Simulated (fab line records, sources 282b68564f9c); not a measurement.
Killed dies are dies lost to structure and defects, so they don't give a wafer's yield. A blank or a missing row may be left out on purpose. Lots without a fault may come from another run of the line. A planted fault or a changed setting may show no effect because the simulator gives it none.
fab line records | flow rit_cmos | part 1 of 2: steps 1 to 32 of 45
record lots=5 wafers=15 last_day=8
route steps=202 shown NLDD@106 PLDD@114 SPACER@125 NSD@131 PSD@142
lots that met no fault: from a run of the same line without faults
start_h: hours from the record's first day to the start of the lot's first wafer shown | wait_h: hours since the lot's step before | " the same as in the row above | L1.1+2: a row that stands for several wafers | - no value, or no start given | * or withheld: withheld | < > ~ a bound
route shown NAME@n: a module of which the file shows steps, and the number in the route of the first | usual: mean/standard deviation of fault-free wafers | same: alike in all rows | chamber/n: place in a boat | sites: the reading at each site | _std_site: their standard deviation | _edge_site: outer sites' mean less inner sites' | radius_mm: how far each site lies from the wafer's centre | mask NAME#n: copy n | behind: the tool/chamber that last shaped the wafer | hold: why the lot was held/for how many hours/how that ended | device: the transistor (n, p or np) that didn't switch | end of line: the same wafers' tests at the end of the route | a step without rows: its recipe alone | killed: dies lost to structure and defects at the first sort, not the wafer's yield | map: a wafer's dies, x killed, . not, _ none there
set.NAME: the setting as run; set.NAME@STEP: as run at that earlier step | model.NAME: the simulator's own value behind a step, which no gauge read
lots at some steps of the route; a table a step, a row a wafer
services: from which hour (start_h, from the record's first day; less than 0 if before it) a tool's chamber was out of use, for how many hours, and why
## steps
# step RIT_NLDD_EXPOSE_03
# recipe mask_id=M7 na=0.57 target_cd_nm=40700 dose_mj=250
# columns lot.wafer tool chamber start_h wait_h mask
L074.3+4+5 iline_stepper-01 0 51.67 0.1 M7#0
L083.2+3+4 iline_stepper-01 0 87.22 0.1 M7#0
L084.3+4+5 iline_stepper-02 0 92.89 0.2 M7#0
L087.1+2+3 iline_stepper-02 0 110.53 0.1 M7#0
L097.2+3+5 iline_stepper-02 0 169.13 0.2 M7#0
# step RIT_NLDD_PEB_04
# recipe resist=NOVOLAK temp_c=withheld time_s=withheld
# columns lot.wafer tool chamber start_h wait_h
L074.3+4+5 litho_track-02 0 51.87 0.2
L083.2+3+4 litho_track-02 0 87.35 0.1
L084.3+4+5 litho_track-02 0 93.02 0.1
L087.1+2+3 litho_track-03 0 110.66 0.1
L097.2+3+5 litho_track-02 0 169.26 0.1
# step RIT_NLDD_DEVELOP_05
# recipe resist=NOVOLAK develop_time_s=50 dev_temp_c=23
# same develop_time_s=50
# columns lot.wafer tool chamber start_h wait_h
L074.3+4+5 litho_track-02 0 - -
L083.2+3+4 litho_track-02 0 - -
L084.3+4+5 litho_track-02 0 - -
L087.1+2+3 litho_track-03 0 - -
L097.2+3+5 litho_track-02 0 - -
# step RIT_NLDD_OVL_MEAS_06
# usual NLDD_OVL=0.5/1.2
# columns lot.wafer tool chamber start_h wait_h NLDD_OVL[nm]
L074.3 overlay-01 - 52.11 - 0.5
L074.4 " - " " -0.8
L074.5 " - " " -1.6
L083.2 overlay-02 - 87.61 - -0.8
L083.3 " - " " 0.7
L083.4 " - " " 0.6
L084.3 overlay-02 - 93.27 - 0.7
L084.4 " - " " 1.3
L084.5 " - " " 0.7
L087.1 overlay-01 - 110.95 - 0.2
L087.2 " - " " 0.0
L087.3 " - " " -0.2
L097.2 overlay-02 - 169.52 - -1.7
L097.3 " - " " -1.4
L097.5 " - " " -1.3
# step RIT_NLDD_HARDBAKE_07
# recipe resist=NOVOLAK temp_c=140 time_s=60
# usual heater_power_total_W=62.54/0.05
# columns lot.wafer tool chamber start_h wait_h heater_power_total_W
L074.3 litho_track-04 0 52.24 0.1 62.54
L074.4 " 0 " " 62.55
L074.5 " 0 " " 62.55
L083.2 litho_track-04 0 87.74 0.1 62.47
L083.3 " 0 " " 62.47
L083.4 " 0 " " 62.48
L084.3 litho_track-02 0 93.34 0.1 62.58
L084.4 " 0 " " 62.52
L084.5 " 0 " " 62.54
L087.1 litho_track-04 0 110.98 0.0 62.45
L087.2 " 0 " " 62.45
L087.3 " 0 " " 62.57
L097.2 litho_track-04 0 169.58 0.0 62.58
L097.3 " 0 " " 62.56
L097.5 " 0 " " 62.57
# step RIT_NLDD_IMPLANT_08
# recipe species=P energy_kev=20 dose_cm2=5e+14 tilt_deg=7
# same implant_ion_amu=31
# columns lot.wafer tool chamber start_h wait_h
L074.3+4+5 implanter-02 0 52.39 0.1
L083.2+3+4 implanter-04 0 87.89 0.1
L084.3+4+5 implanter-01 0 93.49 0.1
L087.1+2+3 implanter-02 0 111.13 0.1
L097.2+3+5 implanter-01 0 169.73 0.1
# step RIT_NLDD_STRIP_09
# recipe chemistry=O2 time_s=180 resist=NOVOLAK platen_temp_c=withheld power_w=500 pressure_mtorr=4000 o2_flow_sccm=4000
# usual chamber_pressure_mTorr=4000/3.6 drypump_motor_current_A=5.87/0.26
# columns lot.wafer tool chamber start_h wait_h chamber_pressure_mTorr drypump_motor_current_A rf_hours_counter_h
L074.3 plasma_asher-03 0 52.55 0.1 4001 5.98 -
L074.4 " 1 " " 4004 5.90 -
L074.5 " 1 " " 3994 5.92 -
L083.2 plasma_asher-02 1 88.01 0.1 4002 5.62 46
L083.3 " 0 " " 3996 5.53 -
L083.4 " 1 " " 4003 5.60 -
L084.3 plasma_asher-03 0 93.65 0.1 3995 6.03 -
L084.4 " 1 " " 3997 5.93 -
L084.5 " 0 " " 3996 6.04 -
L087.1 plasma_asher-02 1 111.28 0.1 4005 5.63 49
L087.2 " 0 " " 4002 5.51 49
L087.3 " 1 " " 4001 5.65 -
L097.2 plasma_asher-02 0 169.85 0.1 4002 5.51 54
L097.3 " 0 " " 4006 5.52 -
L097.5 " 1 " " 3998 5.61 -
# step RIT_NLDD_TW_MEAS_10
# usual NLDD_TW=2482/22
# columns lot.wafer tool chamber start_h wait_h NLDD_TW
L074.3 film_metro-03 - 52.68 0.1 2522
L074.4 " - " " 2520
L074.5 " - " " 2510
L083.2 film_metro-01 - 88.20 0.1 2469
L083.3 " - " " 2487
L083.4 " - " " 2482
L084.3 film_metro-01 - 93.79 0.1 2481
L084.4 " - " " 2469
L084.5 " - " " 2470
L087.1 film_metro-01 - 111.46 0.1 2479
L087.2 " - " " 2482
L087.3 " - " " 2471
L097.2 film_metro-01 - 170.04 0.1 2473
L097.3 " - " " 2491
L097.5 " - " " 2469
# step RIT_PLDD_HMDS_00
# recipe prime_time_s=60 prime_temp_c=140
# columns lot.wafer tool chamber start_h wait_h
L074.3+4+5 litho_track-01 0 52.77 0.1
L083.2+3+4 litho_track-04 0 88.34 0.1
L084.3+4+5 litho_track-03 0 93.88 0.1
L087.1+2+3 litho_track-04 0 111.52 0.1
L097.2+3+5 litho_track-03 0 170.11 0.1
# step RIT_PLDD_COAT_01
# recipe resist=NOVOLAK spin_rpm=3250 resist_thk_nm=1000
# usual dispense_pressure_kPa=54/3.6
# columns lot.wafer tool chamber start_h wait_h dispense_pressure_kPa
L074.3 litho_track-01 0 52.92 0.1 54
L074.4 " 0 " " 54
L074.5 " 0 " " 54
L083.2 litho_track-04 0 88.49 0.1 50
L083.3 " 0 " " 50
L083.4 " 0 " " 50
L084.3 litho_track-03 0 94.03 0.1 59
L084.4 " 0 " " 59
L084.5 " 0 " " 59
L087.1 litho_track-04 0 111.67 0.1 50
L087.2 " 0 " " 50
L087.3 " 0 " " 50
L097.2 litho_track-03 0 170.26 0.1 59
L097.3 " 0 " " 59
L097.5 " 0 " " 59
# step RIT_PLDD_SOFTBAKE_02
# recipe resist=NOVOLAK temp_c=90 time_s=60
# usual heater_power_total_W=34.57/0.05
# columns lot.wafer tool chamber start_h wait_h heater_power_total_W
L074.3 litho_track-01 0 53.07 0.1 34.57
L074.4 " 0 " " 34.54
L074.5 " 0 " " 34.60
L083.2 litho_track-04 0 88.64 0.1 34.48
L083.3 " 0 " " 34.51
L083.4 " 0 " " 34.61
L084.3 litho_track-03 0 94.18 0.1 34.56
L084.4 " 0 " " 34.61
L084.5 " 0 " " 34.58
L087.1 litho_track-04 0 111.82 0.1 34.56
L087.2 " 0 " " 34.61
L087.3 " 0 " " 34.58
L097.2 litho_track-03 0 170.41 0.1 34.55
L097.3 " 0 " " 34.51
L097.5 " 0 " " 34.53
# step RIT_PLDD_EXPOSE_03
# recipe mask_id=M8 na=0.57 target_cd_nm=40900 dose_mj=250
# columns lot.wafer tool chamber start_h wait_h mask
L074.3+4+5 iline_stepper-01 0 53.21 0.1 M8#0
L083.2+3+4 iline_stepper-02 0 88.78 0.1 M8#0
L084.3+4+5 iline_stepper-02 0 94.32 0.1 M8#0
L087.1+2+3 iline_stepper-01 0 111.97 0.1 M8#0
L097.2+3+5 iline_stepper-02 0 170.56 0.1 M8#0
# step RIT_PLDD_PEB_04
# recipe resist=NOVOLAK temp_c=withheld time_s=withheld
# columns lot.wafer tool chamber start_h wait_h
L074.3+4+5 litho_track-03 0 53.49 0.3
L083.2+3+4 litho_track-03 0 88.90 0.1
L084.3+4+5 litho_track-01 0 94.51 0.2
L087.1+2+3 litho_track-03 0 112.08 0.1
L097.2+3+5 litho_track-04 0 170.73 0.2
# step RIT_PLDD_DEVELOP_05
# recipe resist=NOVOLAK develop_time_s=50 dev_temp_c=23
# same develop_time_s=50
# columns lot.wafer tool chamber start_h wait_h
L074.3+4+5 litho_track-03 0 - -
L083.2+3+4 litho_track-03 0 - -
L084.3+4+5 litho_track-01 0 - -
L087.1+2+3 litho_track-03 0 - -
L097.2+3+5 litho_track-04 0 - -
# step RIT_PLDD_OVL_MEAS_06
# usual PLDD_OVL=0.6/1.4
# columns lot.wafer tool chamber start_h wait_h PLDD_OVL[nm]
L074.3 overlay-01 - 53.74 - -2.4
L074.4 " - " " 0.8
L074.5 " - " " 0.6
L083.2 overlay-02 - 89.17 - 2.3
L083.3 " - " " 2.2
L083.4 " - " " 1.2
L084.3 overlay-01 - 94.75 - 0.3
L084.4 " - " " 1.1
L084.5 " - " " 0.4
L087.1 overlay-02 - 112.37 - -1.6
L087.2 " - " " 0.1
L087.3 " - " " -0.7
L097.2 overlay-02 - 170.99 - -1.2
L097.3 " - " " -1.6
L097.5 " - " " -1.7
# step RIT_PLDD_HARDBAKE_07
# recipe resist=NOVOLAK temp_c=140 time_s=60
# usual heater_power_total_W=62.55/0.044
# columns lot.wafer tool chamber start_h wait_h heater_power_total_W
L074.3 litho_track-04 0 53.81 0.1 62.50
L074.4 " 0 " " 62.55
L074.5 " 0 " " 62.52
L083.2 litho_track-01 0 89.22 0.0 62.62
L083.3 " 0 " " 62.51
L083.4 " 0 " " 62.50
L084.3 litho_track-03 0 94.83 0.1 62.57
L084.4 " 0 " " 62.63
L084.5 " 0 " " 62.59
L087.1 litho_track-03 0 112.40 0.0 62.50
L087.2 " 0 " " 62.55
L087.3 " 0 " " 62.52
L097.2 litho_track-03 0 171.04 0.0 62.58
L097.3 " 0 " " 62.53
L097.5 " 0 " " 62.56
# step RIT_PLDD_IMPLANT_08
# recipe species=BF2 energy_kev=20 dose_cm2=9e+14 tilt_deg=7
# same implant_ion_amu=49
# columns lot.wafer tool chamber start_h wait_h
L074.3+4+5 implanter-02 0 53.96 0.1
L083.2+3+4 implanter-02 0 89.37 0.1
L084.3+4+5 implanter-02 0 94.98 0.1
L087.1+2+3 implanter-03 0 112.55 0.1
L097.2+3+5 implanter-04 0 171.19 0.1
# step RIT_PLDD_STRIP_09
# recipe chemistry=O2 time_s=180 resist=NOVOLAK platen_temp_c=withheld power_w=500 pressure_mtorr=4000 o2_flow_sccm=4000
# usual chamber_pressure_mTorr=4000/4 drypump_motor_current_A=5.7/0.46
# columns lot.wafer tool chamber start_h wait_h chamber_pressure_mTorr drypump_motor_current_A rf_hours_counter_h
L074.3 plasma_asher-01 1 54.12 0.1 3989 5.0 -
L074.4 " 0 " " 3996 5.6 -
L074.5 " 1 " " 4003 5.0 -
L083.2 plasma_asher-01 1 89.50 0.1 4005 4.9 30
L083.3 " 0 " " 4004 5.5 -
L083.4 " 1 " " 4000 4.9 -
L084.3 plasma_asher-04 1 95.13 0.1 4003 6.3 -
L084.4 " 0 " " 3998 6.1 -
L084.5 " 1 " " 4005 6.3 -
L087.1 plasma_asher-02 1 112.70 0.1 4003 5.6 49
L087.2 " 0 " " 3998 5.5 49
L087.3 " 0 " " 3999 5.5 -
L097.2 plasma_asher-04 0 171.32 0.1 3993 6.1 52
L097.3 " 1 " " 4005 6.3 -
L097.5 " 1 " " 3999 6.3 -
# step RIT_PLDD_TW_MEAS_10
# usual PLDD_TW=2349/23
# columns lot.wafer tool chamber start_h wait_h PLDD_TW
L074.3 film_metro-03 - 54.26 0.1 2376
L074.4 " - " " 2375
L074.5 " - " " 2384
L083.2 film_metro-03 - 89.68 0.1 2364
L083.3 " - " " 2374
L083.4 " - " " 2372
L084.3 film_metro-03 - 95.27 0.1 2370
L084.4 " - " " 2366
L084.5 " - " " 2358
L087.1 film_metro-04 - 112.88 0.1 2322
L087.2 " - " " 2320
L087.3 " - " " 2300
L097.2 film_metro-03 - 171.50 0.1 2384
L097.3 " - " " 2360
L097.5 " - " " 2367
# step RIT_SPACER_CLEAN_00
# recipe chemistry=SC1 mix=3:3:50 time_s=600 temp_c=75
# usual bath_guard_temp_C=75.2/0.71
# columns lot.wafer tool chamber start_h wait_h bath_guard_temp_C
L074.3 wet_bench-02 0 54.30 0.0 74.1
L074.4 " 0 " " 74.5
L074.5 " 0 " " 74.3
L083.2 wet_bench-03 2 89.73 0.0 74.5
L083.3 " 2 " " 74.6
L083.4 " 2 " " 74.2
L084.3 wet_bench-01 2 95.31 0.0 74.4
L084.4 " 2 " " 74.5
L084.5 " 2 " " 74.5
L087.1 wet_bench-01 0 112.94 0.1 75.4
L087.2 " 0 " " 75.1
L087.3 " 0 " " 75.4
L097.2 wet_bench-01 3 171.55 0.0 75.5
L097.3 " 3 " " 75.2
L097.5 " 3 " " 75.3
# step RIT_SPACER_CLEAN_01
# recipe chemistry=dHF dilution=50:1 time_s=30
# columns lot.wafer tool chamber start_h wait_h
L074.3+4+5 wet_bench-03 3 54.47 0.0
L083.2+3+4 wet_bench-02 2 89.94 0.0
L084.3+4+5 wet_bench-03 3 95.49 0.0
L087.1+2+3 wet_bench-03 1 113.15 0.0
L097.2+3+5 wet_bench-02 3 171.73 0.0
# step RIT_SPACER_CLEAN_02
# recipe chemistry=SC2 mix=3:3:50 time_s=600 temp_c=75 dry=n2_spin
# usual bath_guard_temp_C=75.3/0.64
# columns lot.wafer tool chamber start_h wait_h bath_guard_temp_C
L074.3 wet_bench-02 0 54.49 0.0 74.1
L074.4 " 0 " " 74.3
L074.5 " 0 " " 74.7
L083.2 wet_bench-01 2 89.96 0.0 74.7
L083.3 " 2 " " 74.5
L083.4 " 2 " " 74.1
L084.3 wet_bench-02 2 95.50 0.0 76.2
L084.4 " 2 " " 76.6
L084.5 " 2 " " 76.4
L087.1 wet_bench-02 1 113.16 0.0 75.9
L087.2 " 1 " " 75.6
L087.3 " 1 " " 76.2
L097.2 wet_bench-03 1 171.75 0.0 75.2
L097.3 " 1 " " 75.2
L097.5 " 1 " " 75.0
# step RIT_SPACER_CVD_03
# recipe material=Si3N4 target_thk_nm=250 temp_c=810 precursor=SiH2Cl2/NH3 time_s=3300 pressure_mtorr=300 sih2cl2_flow_sccm=60 nh3_flow_sccm=150
# columns lot.wafer tool chamber start_h wait_h
L074.3+4+5 lpcvd-01 0 54.66 0.0
L083.2+3+4 lpcvd-01 1 90.34 0.0
L084.3+4+5 lpcvd-02 0 95.68 0.0
L087.1+2+3 lpcvd-02 0 114.20 0.9
L097.2+3+5 lpcvd-01 1 172.02 0.1
# step RIT_SPACER_THK_MEAS_04
# recipe reads=Si3N4_of_SPACER_CVD_03
# usual SPACER_NITRIDE_THK=249.4/2.3
# columns lot.wafer tool chamber start_h wait_h SPACER_NITRIDE_THK[nm]
L074.3 film_metro-02 - 56.60 0.0 249.3
L074.4 " - " " 249.0
L074.5 " - " " 245.7
L083.2 film_metro-02 - 92.27 0.0 244.6
L083.3 " - " " 244.1
L083.4 " - " " 244.7
L084.3 film_metro-01 - 97.61 0.0 247.9
L084.4 " - " " 249.5
L084.5 " - " " 252.2
L087.1 film_metro-02 - 116.12 0.0 251.7
L087.2 " - " " 249.2
L087.3 " - " " 249.9
L097.2 film_metro-01 - 173.94 0.0 249.8
L097.3 " - " " 248.9
L097.5 " - " " 249.0
# step RIT_SPACER_ETCHBACK_05
# recipe target_depth_a=2500 SF6_flow_sccm=30 CHF3_flow_sccm=30 target=Si3N4 chemistry=SF6/CHF3 pressure_mtorr=40 rf_w=250 time_s=240 stop_on=SiO2
# usual CHF3_flow_sccm=30.01/0.084 chamber_pressure_mTorr=40.00/0.038 drypump_motor_current_A=5.9/0.49 oes_product_au=0.841/0.013 throttle_valve_pct=10.32/0.11
# columns lot.wafer tool chamber start_h wait_h CHF3_flow_sccm chamber_pressure_mTorr drypump_motor_current_A oes_product_au rf_hours_counter_h throttle_valve_pct
L074.3 rie_diel-03 0 56.64 0.0 30.05 40.01 5.8 0.839 60 10.44
L074.4 " 2 " " 29.94 39.98 6.6 0.838 65 10.32
L074.5 " 1 " " 29.99 40.00 6.1 0.828 - 10.52
L083.2 rie_diel-03 3 92.32 0.0 30.02 40.01 4.8 0.829 140 10.24
L083.3 " 1 " " 30.03 40.02 6.2 0.815 117 10.51
L083.4 " 3 " " 30.01 40.04 4.9 0.833 - 10.22
L084.3 rie_diel-04 2 97.65 0.0 29.95 40.00 6.2 0.836 10 10.22
L084.4 " 1 " " 30.12 40.03 6.4 0.851 92 10.19
L084.5 " 1 " " 29.94 40.00 6.5 0.859 - 10.19
L087.1 rie_diel-03 0 116.18 0.1 30.03 39.96 5.8 0.839 61 10.44
L087.2 " 2 " " 29.95 39.99 6.6 0.839 66 10.33
L087.3 " 3 " " 30.08 40.06 4.8 0.847 141 10.22
L097.2 rie_diel-04 1 173.99 0.0 30.10 39.98 6.4 0.855 93 10.19
L097.3 " 0 " " 30.01 39.98 6.1 0.849 101 10.30
L097.5 " 1 " " 30.03 40.01 6.4 0.848 - 10.18
# step RIT_NSD_HMDS_00
# recipe prime_time_s=60 prime_temp_c=140
# columns lot.wafer tool chamber start_h wait_h
L074.3+4+5 litho_track-02 0 56.84 0.1
L083.2+3+4 litho_track-01 0 92.61 0.2
L084.3+4+5 litho_track-04 0 97.97 0.2
L087.1+2+3 litho_track-01 0 116.33 0.1
L097.2+3+5 litho_track-02 0 174.17 0.1
# step RIT_NSD_COAT_01
# recipe resist=NOVOLAK spin_rpm=3250 resist_thk_nm=1000
# usual dispense_pressure_kPa=49/3.2
# columns lot.wafer tool chamber start_h wait_h dispense_pressure_kPa
L074.3 litho_track-02 0 56.99 0.1 46
L074.4 " 0 " " 46
L074.5 " 0 " " 46
L083.2 litho_track-01 0 92.76 0.1 54
L083.3 " 0 " " 54
L083.4 " 0 " " 54
L084.3 litho_track-04 0 98.12 0.1 50
L084.4 " 0 " " 50
L084.5 " 0 " " 50
L087.1 litho_track-01 0 116.48 0.1 54
L087.2 " 0 " " 54
L087.3 " 0 " " 54
L097.2 litho_track-02 0 174.32 0.1 46
L097.3 " 0 " " 46
L097.5 " 0 " " 46
# step RIT_NSD_SOFTBAKE_02
# recipe resist=NOVOLAK temp_c=90 time_s=60
# usual heater_power_total_W=34.57/0.05
# columns lot.wafer tool chamber start_h wait_h heater_power_total_W
L074.3 litho_track-02 0 57.14 0.1 34.58
L074.4 " 0 " " 34.59
L074.5 " 0 " " 34.62
L083.2 litho_track-01 0 92.91 0.1 34.60
L083.3 " 0 " " 34.60
L083.4 " 0 " " 34.54
L084.3 litho_track-04 0 98.27 0.1 34.59
L084.4 " 0 " " 34.45
L084.5 " 0 " " 34.49
L087.1 litho_track-01 0 116.63 0.1 34.52
L087.2 " 0 " " 34.67
L087.3 " 0 " " 34.56
L097.2 litho_track-02 0 174.47 0.1 34.59
L097.3 " 0 " " 34.49
L097.5 " 0 " " 34.60
# step RIT_NSD_EXPOSE_03
# recipe mask_id=M9 na=0.57 target_cd_nm=40700 dose_mj=250
# columns lot.wafer tool chamber start_h wait_h mask
L074.3+4+5 iline_stepper-02 0 57.40 0.2 M9#0
L083.2+3+4 iline_stepper-02 0 93.05 0.1 M9#0
L084.3+4+5 iline_stepper-02 0 98.41 0.1 M9#0
L087.1+2+3 iline_stepper-01 0 116.90 0.2 M9#0
L097.2+3+5 iline_stepper-01 0 174.61 0.1 M9#0
# step RIT_NSD_PEB_04
# recipe resist=NOVOLAK temp_c=withheld time_s=withheld
# columns lot.wafer tool chamber start_h wait_h
L074.3+4+5 litho_track-02 0 57.53 0.1
L083.2+3+4 litho_track-04 0 93.18 0.1
L084.3+4+5 litho_track-01 0 98.54 0.1
L087.1+2+3 litho_track-04 0 117.02 0.1
L097.2+3+5 litho_track-04 0 174.73 0.1
# step RIT_NSD_DEVELOP_05
# recipe resist=NOVOLAK develop_time_s=50 dev_temp_c=23
# same develop_time_s=50
# columns lot.wafer tool chamber start_h wait_h
L074.3+4+5 litho_track-02 0 - -
L083.2+3+4 litho_track-04 0 - -
L084.3+4+5 litho_track-01 0 - -
L087.1+2+3 litho_track-04 0 - -
L097.2+3+5 litho_track-04 0 - -
# step RIT_NSD_OVL_MEAS_06
# usual NSD_OVL=0.4/1.4
# columns lot.wafer tool chamber start_h wait_h NSD_OVL[nm]
L074.3 overlay-01 - 57.78 - 1.2
L074.4 " - " " 0.9
L074.5 " - " " -2.1
L083.2 overlay-01 - 93.44 - -0.3
L083.3 " - " " -1.5
L083.4 " - " " 0.6
L084.3 overlay-01 - 98.78 - 0.5
L084.4 " - " " -0.1
L084.5 " - " " 0.4
L087.1 overlay-01 - 117.30 - 2.4
L087.2 " - " " 2.7
L087.3 " - " " 2.9
L097.2 overlay-02 - 175.00 - -1.5
L097.3 " - " " 1.5
L097.5 " - " " -2.7
